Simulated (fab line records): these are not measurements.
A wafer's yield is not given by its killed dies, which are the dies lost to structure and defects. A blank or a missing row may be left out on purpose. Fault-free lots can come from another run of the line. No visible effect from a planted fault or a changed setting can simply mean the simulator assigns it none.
Which tool is to blame? ; flow berkeley-cmos170 ; 13 lots with 39 wafers sampled at 2 steps, on a route of 331 steps

## WHAT EACH GAUGE READ, for each wafer
UCB170_PLDD_CD_MEAS_06: the cd target is 1200 nm.
lot;measured;on;cd-nm (nm)
L318;day 5 23:17;cd-sem-02;1200.9 1201.1 1200.4
L320;day 6 12:33;cd-sem-02;1199.3 1199.4 1198.9
L321;day 6 22:36;cd-sem-01;1200.6 1200.4 1201.1
L322;day 6 23:40;cd-sem-02;1198.6 1198.0 1198.4
L323;day 6 23:56;cd-sem-01;1200.7 1200.3 1200.4
L324;day 7 12:53;cd-sem-01;1200.1 1199.1 1199.3
L325;day 7 13:15;cd-sem-02;1201.2 1201.1 1201.0
L328;day 7 19:56;cd-sem-02;1203.7 1203.1 1203.0
L329;day 8 11:28;cd-sem-02;1199.7 1199.9 1200.6
L331;day 9 01:19;cd-sem-02;1198.3 1197.5 1196.7
L332;day 9 01:52;cd-sem-02;1205.3 1205.1 1205.5
L339;day 10 08:16;cd-sem-02;1198.7 1200.1 1198.7
L340;day 10 08:50;cd-sem-01;1202.9 1203.8 1200.6

## WHICH TOOL RAN EACH LOT (tool, then ch and the chambers of the sampled wafers, then the start)
lot;UCB170_PLDD_PEB_04
L318;litho-track-04 ch 0, day 5 23:01
L320;litho-track-02 ch 0, day 6 12:16
L321;litho-track-03 ch 0, day 6 22:20
L322;litho-track-04 ch 0, day 6 23:23
L323;litho-track-04 ch 0, day 6 23:40
L324;litho-track-02 ch 0, day 7 12:37
L325;litho-track-03 ch 0, day 7 12:56
L328;litho-track-04 ch 0, day 7 19:40
L329;litho-track-04 ch 0, day 8 11:12
L331;litho-track-04 ch 0, day 9 01:02
L332;litho-track-03 ch 0, day 9 01:35
L339;litho-track-04 ch 0, day 10 08:00
L340;litho-track-04 ch 0, day 10 08:34
- UCB170_PLDD_PEB_04

## WHAT THE TOOLS THEMSELVES READ (means of the sampled wafers that have a number; where no wafer has one, the mark that the record gives instead)
The record holds no such reading with a usual standard deviation.

## THE ANSWER, worked out from the rows above alone
Rule: the lots themselves supply what counts as usual. Put in order of their means at a reading, lots are off if they are a third of the lots or fewer, leave a main group of 4 or more, and stand apart from it by a gap of 3 or more times the standard deviation of the main group's means; of several such gaps the widest counts. The tables above print the reading to a certain number of digits; a main group whose means all agree to those digits is not used. Also off: a lot with no number at a reading for which 4 or more lots have one. Any other lot the step has rows for is counted as sound. First the gauges in route order, then the tools' own readings, where a lot's mean is used as printed above. The first step at which some lot is off is used, and at that step the reading that is off furthest; a lot without a number counts as furthest.
Nothing can be told from this: no lot is off at any reading shown.

## WHAT HAD BEEN PUT IN BY THE SIMULATOR
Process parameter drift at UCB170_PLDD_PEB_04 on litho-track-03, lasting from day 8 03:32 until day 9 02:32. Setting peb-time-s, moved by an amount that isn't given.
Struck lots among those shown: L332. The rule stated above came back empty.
